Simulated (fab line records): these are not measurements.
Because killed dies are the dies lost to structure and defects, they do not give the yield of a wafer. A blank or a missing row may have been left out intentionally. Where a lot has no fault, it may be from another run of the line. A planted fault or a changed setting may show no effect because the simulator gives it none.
fab line records | flow berkeley-cmos170 | part 1 of 2: steps 1 to 26 of 35
[record] lots = 5 wafers = 15 last-day = 11
route steps=331 shown NSD@191 BACKSIDE@199 SDANNEAL@204 PSD@206 PLDD@208 NLDD@209 SILICIDE@210 CONTACT@216
lots that met no fault: from a run of the same line without faults
start-h: start of the lot's first displayed wafer, in hours after the record's first day | wait-h: time in hours since the lot's previous step | " the same as in the row above | L1.1+2: a row that stands for several wafers | - no value present, or no start provided | * or withheld: withheld | < > ~ a bound
route shown NAME@n: NAME is a module with steps in the file, n the number in the route of the first one | usual: mean/standard deviation taken from wafers without a fault | same: alike in all rows | chamber/n: place in a boat | sites: each site's reading | _std_site: standard deviation across them | _edge_site: outer sites' mean less inner sites' | radius-mm: how far each site lies from the wafer's centre | mask NAME#n: copy n | behind: tool/chamber where the wafer was last shaped | hold: the reason the lot was held/the length of the hold in hours/how it ended | device: which transistor (n, p or np) failed to switch | end of line: the route-end tests of the same wafers | a step without rows: its recipe alone | killed: not the wafer's yield, but the dies lost to structure and defects at the first sort | map: a wafer's dies, x killed, . not, _ none there
set.NAME: the setting the step ran with; set.NAME@STEP: the setting that earlier step ran with | model.NAME: the simulator's own value behind a step, which no gauge read
certain route steps with their lots: each step a table, each wafer a row
services: a tool's chamber out of use, with start hour (start-h, from the record's first day; less than 0 if before it), hours out, and reason
[[steps]]
[step UCB170_NSD_PEB_04]
[recipe] peb-temp-c = 130 peb-time-s = withheld resist = KrF
[usual] exhaust-pa = 44.9/0.86 resist-line-temp-C = 23.01/0.09
// columns lot.wafer tool chamber start-h wait-h exhaust-pa resist-line-temp-C
L074.2 litho-track-02 0 147.13 0.5 45.4 23.09
L074.3 " 0 " " 45.3 23.02
L074.4 " 0 " " 45.7 23.05
L080.1 litho-track-01 0 164.58 0.1 45.3 22.89
L080.5 " 0 " " 45.1 23.04
L080.6 " 0 " " 45.5 23.05
L081.3 litho-track-04 0 179.64 0.8 44.5 23.00
L081.4 " 0 " " 44.6 23.01
L081.5 " 0 " " 44.0 22.96
L091.1 litho-track-01 0 215.41 0.1 45.5 23.00
L091.3 " 0 " " 44.1 22.97
L091.6 " 0 " " 44.3 22.99
L093.2 litho-track-02 0 237.92 0.1 44.8 22.97
L093.4 " 0 " " 44.4 23.01
L093.6 " 0 " " 45.4 22.95
[step UCB170_NSD_DEVELOP_05]
[recipe] developer = TMAH develop-time-s = 45 resist = KrF dev-temp-c = 21
[usual] exhaust-pa = 45.0/0.66 resist-line-temp-C = 23.00/0.1
// columns lot.wafer tool chamber start-h wait-h exhaust-pa resist-line-temp-C
L074.2 litho-track-02 0 - - 44.6 22.96
L074.3 " 0 " " 43.9 22.89
L074.4 " 0 " " 44.3 23.14
L080.1 litho-track-01 0 - - 45.2 22.91
L080.5 " 0 " " 45.8 22.94
L080.6 " 0 " " 45.3 23.13
L081.3 litho-track-04 0 - - 44.3 22.92
L081.4 " 0 " " 44.4 22.91
L081.5 " 0 " " 44.4 22.97
L091.1 litho-track-01 0 - - 44.4 23.02
L091.3 " 0 " " 45.7 23.07
L091.6 " 0 " " 45.4 23.05
L093.2 litho-track-02 0 - - 45.2 23.02
L093.4 " 0 " " 44.5 22.72
L093.6 " 0 " " 44.4 23.03
[step UCB170_NSD_CD_MEAS_06]
[recipe] target-cd-nm = 1200
[usual] cd-nm = 1200.4/1.7
// columns lot.wafer tool chamber start-h wait-h cd-nm
L074.2 cd-sem-01 - 147.41 - 1201.4
L074.3 " - " " 1201.6
L074.4 " - " " 1201.4
L080.1 cd-sem-01 - 164.89 - 1198.5
L080.5 " - " " 1199.2
L080.6 " - " " 1198.9
L081.3 cd-sem-01 - 179.90 - 1200.1
L081.4 " - " " 1198.8
L081.5 " - " " 1199.4
L091.1 cd-sem-01 - 215.68 - 1200.5
L091.3 " - " " 1200.6
L091.6 " - " " 1202.1
L093.2 cd-sem-01 - 238.19 - 1202.0
L093.4 " - " " 1201.3
L093.6 " - " " 1200.9
[step UCB170_NSD_OVL_MEAS_07]
[usual] NSD_OVL = 2/4.8
// columns lot.wafer tool chamber start-h wait-h NSD_OVL[nm]
L074.2 overlay-01 - 147.51 0.1 17
L074.3 " - " " 1
L074.4 " - " " 3
L080.1 overlay-01 - 165.01 0.1 3
L080.5 " - " " -2
L080.6 " - " " 7
L081.3 overlay-02 - 180.00 0.1 14
L081.4 " - " " 10
L081.5 " - " " 9
L091.1 overlay-01 - 215.80 0.1 -1
L091.3 " - " " -3
L091.6 " - " " -1
L093.2 overlay-01 - 238.30 0.1 6
L093.4 " - " " 1
L093.6 " - " " 2
[step UCB170_NSD_IMPLANT_08]
[recipe] species = P dose-cm2 = 3e+15 energy-kev = 40 tilt-deg = 7
// columns lot.wafer tool chamber start-h wait-h
L074.2+3+4 implanter-02 0 147.57 0.0
L080.1+5+6 implanter-04 0 165.05 0.0
L081.3+4+5 implanter-03 0 180.07 0.1
L091.1+3+6 implanter-03 0 215.84 0.0
L093.2+4+6 implanter-02 0 238.35 0.0
[step UCB170_NSD_STRIP_09]
[recipe] chemistry = O2 power-w = 400 pressure-mtorr = 3500 platen-temp-c = withheld o2-flow-sccm = 400 overash-fraction = 0.5
[usual] drypump-motor-current-A = 5.5/0.42 oes-product-au = 0.534/0.0047 strip-time-to-endpoint-s = 35.84/0.075
// columns lot.wafer tool chamber start-h wait-h drypump-motor-current-A oes-product-au rf-hours-counter-h strip-time-to-endpoint-s
L074.2 plasma-asher-04 0 147.69 0.1 5.3 0.537 37 35.81
L074.3 " 0 " " 5.3 0.535 - 35.82
L074.4 " 1 " " 6.4 0.531 - 35.84
L080.1 plasma-asher-03 1 165.20 0.1 4.9 0.537 44 35.77
L080.5 " 0 " " 5.6 0.540 - 35.83
L080.6 " 1 " " 4.9 0.535 - 35.77
L081.3 plasma-asher-04 1 180.20 0.1 6.4 0.528 - 35.94
L081.4 " 0 " " 5.3 0.531 - 35.97
L081.5 " 0 " " 5.4 0.541 - 35.99
L091.1 plasma-asher-01 0 215.99 0.1 5.3 0.531 10 35.91
L091.3 " 0 " " 5.2 0.533 - 35.94
L091.6 " 1 " " 5.4 0.529 - 35.80
L093.2 plasma-asher-01 0 238.48 0.1 5.3 0.526 13 35.79
L093.4 " 1 " " 5.4 0.531 - 35.79
L093.6 " 1 " " 5.4 0.531 - 35.78
[step UCB170_NSD_TW_MEAS_10]
[usual] NSD_TW = 4180/26
// columns lot.wafer tool chamber start-h wait-h NSD_TW
L074.2 film-metro-04 - 147.80 0.1 4180
L074.3 " - " " 4193
L074.4 " - " " 4177
L080.1 film-metro-04 - 165.30 0.1 4189
L080.5 " - " " 4177
L080.6 " - " " 4195
L081.3 film-metro-01 - 180.29 0.1 4217
L081.4 " - " " 4207
L081.5 " - " " 4209
L091.1 film-metro-01 - 216.09 0.1 4192
L091.3 " - " " 4180
L091.6 " - " " 4185
L093.2 film-metro-04 - 238.59 0.1 4144
L093.4 " - " " 4162
L093.6 " - " " 4154
[step UCB170_NSD_CLEAN_11]
[recipe] chemistry = SPM temp-c = 120 time-s = 600
// columns lot.wafer tool chamber start-h wait-h
L074.2+3+4 wet-bench-01 2 147.85 0.0
L080.1+5+6 wet-bench-01 1 165.36 0.1
L081.3+4+5 wet-bench-02 1 180.33 0.0
L091.1+3+6 wet-bench-04 1 216.15 0.1
L093.2+4+6 wet-bench-01 0 238.64 0.0
[step UCB170_BACKSIDE_HMDS_00]
[recipe] prime-time-s = 60 prime-temp-c = 100
[usual] exhaust-pa = 45.0/0.89 resist-line-temp-C = 22.99/0.098
// columns lot.wafer tool chamber start-h wait-h exhaust-pa resist-line-temp-C
L074.2 litho-track-02 0 148.19 0.2 43.3 22.77
L074.3 " 0 " " 45.0 23.06
L074.4 " 0 " " 44.9 23.05
L080.1 litho-track-03 0 165.95 0.4 44.7 23.04
L080.5 " 0 " " 44.3 22.95
L080.6 " 0 " " 44.2 22.84
L081.3 litho-track-02 0 180.96 0.5 46.5 23.16
L081.4 " 0 " " 46.3 22.99
L081.5 " 0 " " 45.4 22.98
L091.1 litho-track-04 0 216.32 0.0 44.1 23.10
L091.3 " 0 " " 46.1 23.06
L091.6 " 0 " " 46.0 22.94
L093.2 litho-track-04 0 238.85 0.0 46.5 23.05
L093.4 " 0 " " 46.4 23.11
L093.6 " 0 " " 45.3 22.98
[step UCB170_BACKSIDE_COAT_01]
[recipe] resist = KrF spin-rpm = 1500 resist-thk-nm = 900
[usual] exhaust-pa = 45.2/0.98 resist-line-temp-C = 22.97/0.11 spin-speed-rpm = 1500.1/0.95
// columns lot.wafer tool chamber start-h wait-h exhaust-pa resist-line-temp-C spin-speed-rpm
L074.2 litho-track-02 0 148.34 0.1 44.5 22.90 1499.8
L074.3 " 0 " " 44.4 23.01 1500.9
L074.4 " 0 " " 44.0 22.78 1500.1
L080.1 litho-track-03 0 166.10 0.1 45.1 22.92 1499.4
L080.5 " 0 " " 45.5 23.01 1499.5
L080.6 " 0 " " 45.9 22.95 1499.5
L081.3 litho-track-02 0 181.11 0.1 47.4 23.09 1500.1
L081.4 " 0 " " 46.0 23.10 1500.0
L081.5 " 0 " " 47.5 23.00 1499.6
L091.1 litho-track-04 0 216.47 0.1 45.8 22.86 1500.0
L091.3 " 0 " " 46.6 22.88 1501.1
L091.6 " 0 " " 46.2 22.88 1501.0
L093.2 litho-track-04 0 239.00 0.1 45.2 22.89 1500.3
L093.4 " 0 " " 45.2 22.93 1500.0
L093.6 " 0 " " 44.8 22.85 1500.0
[step UCB170_BACKSIDE_SOFTBAKE_02]
[recipe] resist = KrF temp-c = 130 time-s = 60
[usual] exhaust-pa = 44.9/0.99 resist-line-temp-C = 23.00/0.11
// columns lot.wafer tool chamber start-h wait-h exhaust-pa resist-line-temp-C
L074.2 litho-track-02 0 148.49 0.1 45.2 22.94
L074.3 " 0 " " 45.4 22.95
L074.4 " 0 " " 43.6 22.91
L080.1 litho-track-03 0 166.25 0.1 45.2 23.00
L080.5 " 0 " " 46.5 23.01
L080.6 " 0 " " 46.4 23.00
L081.3 litho-track-02 0 181.26 0.1 44.7 23.06
L081.4 " 0 " " 44.9 23.06
L081.5 " 0 " " 44.5 23.06
L091.1 litho-track-04 0 216.62 0.1 45.8 22.97
L091.3 " 0 " " 45.6 23.05
L091.6 " 0 " " 45.7 22.98
L093.2 litho-track-04 0 239.15 0.1 44.8 22.94
L093.4 " 0 " " 43.1 22.94
L093.6 " 0 " " 44.6 23.04
[step UCB170_BACKSIDE_STRIP_03]
[recipe] chemistry = O2 power-w = 400 pressure-mtorr = 3500 platen-temp-c = withheld o2-flow-sccm = 400 overash-fraction = 0.5
[usual] drypump-motor-current-A = 5.4/0.36 oes-product-au = 0.734/0.0045 strip-time-to-endpoint-s = 22.00/0.069
// columns lot.wafer tool chamber start-h wait-h drypump-motor-current-A oes-product-au rf-hours-counter-h strip-time-to-endpoint-s
L074.2 plasma-asher-02 1 148.62 0.1 6.1 0.731 47 21.99
L074.3 " 1 " " 6.1 0.738 - 22.06
L074.4 " 0 " " 5.1 0.727 - 22.01
L080.1 plasma-asher-03 1 166.40 0.1 4.9 0.731 44 22.05
L080.5 " 1 " " 4.9 0.737 - 22.02
L080.6 " 0 " " 5.6 0.733 - 22.04
L081.3 plasma-asher-01 1 181.39 0.1 5.4 0.733 - 22.00
L081.4 " 0 " " 5.2 0.724 - 22.09
L081.5 " 0 " " 5.3 0.732 - 22.00
L091.1 plasma-asher-02 1 216.77 0.1 6.1 0.734 55 22.00
L091.3 " 0 " " 5.1 0.734 - 22.03
L091.6 " 1 " " 6.1 0.736 - 22.04
L093.2 plasma-asher-02 1 239.28 0.1 6.1 0.731 58 21.96
L093.4 " 0 " " 5.1 0.727 - 21.98
L093.6 " 1 " " 6.1 0.729 - 21.90
[step UCB170_BACKSIDE_CLEAN_04]
[recipe] chemistry = SPM temp-c = 120 time-s = 600
// columns lot.wafer tool chamber start-h wait-h
L074.2+3+4 wet-bench-04 2 148.72 0.1
L080.1+5+6 wet-bench-01 0 166.50 0.1
L081.3+4+5 wet-bench-01 2 181.46 0.0
L091.1+3+6 wet-bench-04 3 216.87 0.1
L093.2+4+6 wet-bench-01 2 239.38 0.1
[step UCB170_SDANNEAL_RTA_00]
[recipe] temp-c = 900 time-s = 10 ambient = N2
[usual] lamp-power-pct = 23.0/2.6 wafer_temp_C_max = 903.8/0.96
// columns lot.wafer tool chamber start-h wait-h lamp-power-pct wafer_temp_C_max
L074.2 rtp-anneal-01 0 148.90 0.0 20.4 903.4
L074.3 " 0 " " 20.4 904.2
L074.4 " 0 " " 20.4 903.6
L080.1 rtp-anneal-01 0 166.67 0.0 20.4 904.1
L080.5 " 0 " " 20.4 906.0
L080.6 " 0 " " 20.4 904.0
L081.3 rtp-anneal-01 0 181.66 0.0 20.4 904.4
L081.4 " 0 " " 20.4 904.0
L081.5 " 0 " " 20.4 903.7
L091.1 rtp-anneal-02 0 217.05 0.0 25.6 903.4
L091.3 " 0 " " 25.6 904.3
L091.6 " 0 " " 25.6 903.0
L093.2 rtp-anneal-01 0 239.58 0.0 20.4 905.6
L093.4 " 0 " " 20.4 903.8
L093.6 " 0 " " 20.4 904.0
[step UCB170_SDANNEAL_RTA_01]
[recipe] temp-c = 1050 time-s = 5 ambient = N2
[usual] lamp-power-pct = 35/4 wafer_temp_C_max = 1054.4/1.1
// columns lot.wafer tool chamber start-h wait-h lamp-power-pct wafer_temp_C_max
L074.2 rtp-anneal-01 0 148.97 0.1 32 1054.8
L074.3 " 0 " " 32 1054.6
L074.4 " 0 " " 32 1054.6
L080.1 rtp-anneal-01 0 166.94 0.2 31 1055.6
L080.5 " 0 " " 32 1054.5
L080.6 " 0 " " 32 1054.3
L081.3 rtp-anneal-01 0 181.72 0.1 32 1054.6
L081.4 " 0 " " 32 1056.0
L081.5 " 0 " " 32 1055.1
L091.1 rtp-anneal-02 0 217.12 0.1 40 1054.7
L091.3 " 0 " " 39 1054.0
L091.6 " 0 " " 39 1053.0
L093.2 rtp-anneal-01 0 239.65 0.1 32 1056.8
L093.4 " 0 " " 32 1055.5
L093.6 " 0 " " 32 1055.1
[step UCB170_SDANNEAL_RS_MEAS_02]
[recipe] thk-meas-gauge = four-point-probe
[usual] PSD_RS = 75.6/0.35
// columns lot.wafer tool chamber start-h wait-h PSD_RS[ohm/sq]
L074.2 film-metro-03 - 149.04 0.1 75.5
L074.3 " - " " 75.4
L074.4 " - " " 75.1
L080.1 film-metro-04 - 167.17 0.2 75.7
L080.5 " - " " 75.6
L080.6 " - " " 75.5
L081.3 film-metro-01 - 181.82 0.1 75.7
L081.4 " - " " 76.2
L081.5 " - " " 76.0
L091.1 film-metro-03 - 217.17 0.0 75.3
L091.3 " - " " 75.4
L091.6 " - " " 75.4
L093.2 film-metro-03 - 239.72 0.1 75.2
L093.4 " - " " 75.3
L093.6 " - " " 75.2
[step UCB170_SDANNEAL_RS_MEAS_03]
[recipe] thk-meas-gauge = four-point-probe
[usual] NSD_RS = 37.27/0.088
// columns lot.wafer tool chamber start-h wait-h NSD_RS[ohm/sq]
L074.2 film-metro-03 - 149.16 0.1 37.25
L074.3 " - " " 37.28
L074.4 " - " " 37.17
L080.1 film-metro-04 - 167.29 0.1 37.41
L080.5 " - " " 37.37
L080.6 " - " " 37.41
L081.3 film-metro-01 - 181.94 0.1 37.35
L081.4 " - " " 37.32
L081.5 " - " " 37.29
L091.1 film-metro-03 - 217.29 0.1 37.27
L091.3 " - " " 37.25
L091.6 " - " " 37.29
L093.2 film-metro-03 - 239.84 0.1 37.22
L093.4 " - " " 37.26
L093.6 " - " " 37.27
[step UCB170_SDANNEAL_RS_MEAS_04]
[recipe] thk-meas-gauge = four-point-probe
[usual] PLDD_RS = 1032.0/2.5
// columns lot.wafer tool chamber start-h wait-h PLDD_RS[ohm/sq]
L074.2 film-metro-03 - 149.28 0.1 1034.1
L074.3 " - " " 1034.6
L074.4 " - " " 1033.6
L080.1 film-metro-04 - 167.41 0.1 1034.2
L080.5 " - " " 1035.0
L080.6 " - " " 1037.0
L081.3 film-metro-01 - 182.06 0.1 1032.6
L081.4 " - " " 1035.0
L081.5 " - " " 1036.5
L091.1 film-metro-03 - 217.41 0.1 1029.0
L091.3 " - " " 1026.9
L091.6 " - " " 1028.6
L093.2 film-metro-03 - 239.96 0.1 1025.4
L093.4 " - " " 1030.5
L093.6 " - " " 1028.5
[step UCB170_SDANNEAL_RS_MEAS_05]
[recipe] thk-meas-gauge = four-point-probe
[usual] NLDD_RS = 616.3/1.7
// columns lot.wafer tool chamber start-h wait-h NLDD_RS[ohm/sq]
L074.2 film-metro-03 - 149.40 0.1 614.8
L074.3 " - " " 616.3
L074.4 " - " " 615.1
L080.1 film-metro-04 - 167.53 0.1 615.3
L080.5 " - " " 616.4
L080.6 " - " " 614.9
L081.3 film-metro-01 - 182.18 0.1 616.4
L081.4 " - " " 616.3
L081.5 " - " " 618.8
L091.1 film-metro-03 - 217.53 0.1 614.4
L091.3 " - " " 614.2
L091.6 " - " " 615.7
L093.2 film-metro-03 - 240.08 0.1 613.8
L093.4 " - " " 612.4
L093.6 " - " " 613.8
[step UCB170_SILICIDE_PRE_CLEAN_00]
[recipe] gas = Ar preclean-etch-time-s = 60
// columns lot.wafer tool chamber start-h wait-h
L074.2+3+4 pvd-sputter-02 - 149.50 0.1
L080.1+5+6 pvd-sputter-03 - 167.65 0.1
L081.3+4+5 pvd-sputter-02 - 182.26 0.1
L091.1+3+6 pvd-sputter-03 - 217.65 0.1
L093.2+4+6 pvd-sputter-02 - 240.18 0.1
[step UCB170_SILICIDE_SPUTTER_01]
[recipe] material = Ti target-thk-nm = 30 time-s = 25 power-w = 1500 chamber-pressure-pa = 0.5
[usual] cathode-dc-power-W = 1500.0/0.26 throttle-valve-pct = 30.2/0.91
// columns lot.wafer tool chamber start-h wait-h cathode-dc-power-W throttle-valve-pct
L074.2 pvd-sputter-02 - 149.56 0.0 1500.0 29.5
L074.3 " - " " 1500.0 30.2
L074.4 " - " " 1499.8 31.5
L080.1 pvd-sputter-03 - 167.72 0.0 1500.0 31.5
L080.5 " - " " 1499.9 31.5
L080.6 " - " " 1499.8 30.1
L081.3 pvd-sputter-02 - 182.33 0.0 1499.9 29.6
L081.4 " - " " 1499.7 30.4
L081.5 " - " " 1500.2 30.2
L091.1 pvd-sputter-03 - 217.72 0.0 1499.9 31.3
L091.3 " - " " 1500.0 30.0
L091.6 " - " " 1499.6 29.7
L093.2 pvd-sputter-02 - 240.24 0.0 1500.1 31.2
L093.4 " - " " 1500.2 29.4
L093.6 " - " " 1499.9 31.2
[step UCB170_SILICIDE_RS_MEAS_02]
[recipe] thk-meas-gauge = four-point-probe reads = Ti_of_SILICIDE_SPUTTER_01
[usual] SILICIDE_TI_RS = 26.1/0.38
// columns lot.wafer tool chamber start-h wait-h SILICIDE_TI_RS[ohm/sq]
L074.2 film-metro-02 - 149.63 0.1 25.9
L074.3 " - " " 26.1
L074.4 " - " " 25.9
L080.1 film-metro-01 - 167.75 0.0 26.2
L080.5 " - " " 26.2
L080.6 " - " " 26.0
L081.3 film-metro-02 - 182.40 0.1 27.1
L081.4 " - " " 27.0
L081.5 " - " " 27.2
L091.1 film-metro-01 - 217.75 0.0 25.8
L091.3 " - " " 26.2
L091.6 " - " " 25.9
L093.2 film-metro-04 - 240.29 0.0 25.9
L093.4 " - " " 26.2
L093.6 " - " " 25.8
[step UCB170_SILICIDE_THK_MEAS_03]
[recipe] thk-meas-gauge = xrf reads = Ti_of_SILICIDE_SPUTTER_01
[usual] SILICIDE_TI_THK = 29.9/0.37
// columns lot.wafer tool chamber start-h wait-h SILICIDE_TI_THK[nm]
L074.2 film-metro-02 - 149.74 0.1 30.3
L074.3 " - " " 29.9
L074.4 " - " " 30.1
L080.1 film-metro-01 - 167.87 0.1 29.7
L080.5 " - " " 29.7
L080.6 " - " " 29.8
L081.3 film-metro-02 - 182.50 0.1 28.9
L081.4 " - " " 28.9
L081.5 " - " " 28.8
L091.1 film-metro-01 - 217.87 0.1 30.1
L091.3 " - " " 30.0
L091.6 " - " " 30.0
L093.2 film-metro-04 - 240.40 0.1 29.9
L093.4 " - " " 29.6
L093.6 " - " " 30.0
[step UCB170_SILICIDE_RTA_04]
[recipe] temp-c = 650 time-s = 15.71 ambient = N2
[usual] lamp-power-pct = 9.6/1.1 wafer_temp_C_max = 652.7/0.69
// columns lot.wafer tool chamber start-h wait-h lamp-power-pct wafer_temp_C_max
L074.2 rtp-anneal-01 0 149.81 0.1 8.7 653.2
L074.3 " 0 " " 8.7 653.5
L074.4 " 0 " " 8.8 652.7
L080.1 rtp-anneal-01 0 167.93 0.1 8.7 653.0
L080.5 " 0 " " 8.7 653.4
L080.6 " 0 " " 8.7 654.1
L081.3 rtp-anneal-01 0 182.57 0.1 8.7 653.9
L081.4 " 0 " " 8.7 653.0
L081.5 " 0 " " 8.7 654.9
L091.1 rtp-anneal-02 0 217.93 0.1 10.9 652.6
L091.3 " 0 " " 11.0 652.5
L091.6 " 0 " " 10.9 652.4
L093.2 rtp-anneal-01 0 240.47 0.1 8.7 653.2
L093.4 " 0 " " 8.7 652.8
L093.6 " 0 " " 8.7 652.7
[step UCB170_SILICIDE_WET_ETCH_05]
[recipe] chemistry = SPM time-s = 45 temp-c = 120 target = Ti
// columns lot.wafer tool chamber start-h wait-h
L074.2+3+4 wet-bench-04 3 149.87 0.1
L080.1+5+6 wet-bench-04 3 168.50 0.5
L081.3+4+5 wet-bench-02 0 182.62 0.0
L091.1+3+6 wet-bench-04 0 218.01 0.1
L093.2+4+6 wet-bench-04 2 240.53 0.1
[step UCB170_CONTACT_CLEAN_00]
[recipe] chemistry = SPM temp-c = 120 time-s = 600
// columns lot.wafer tool chamber start-h wait-h
L074.2+3+4 wet-bench-04 3 149.89 0.0
L080.1+5+6 wet-bench-04 2 168.52 0.0
L081.3+4+5 wet-bench-02 3 182.64 0.0
L091.1+3+6 wet-bench-04 3 218.03 0.0
L093.2+4+6 wet-bench-04 2 240.55 0.0
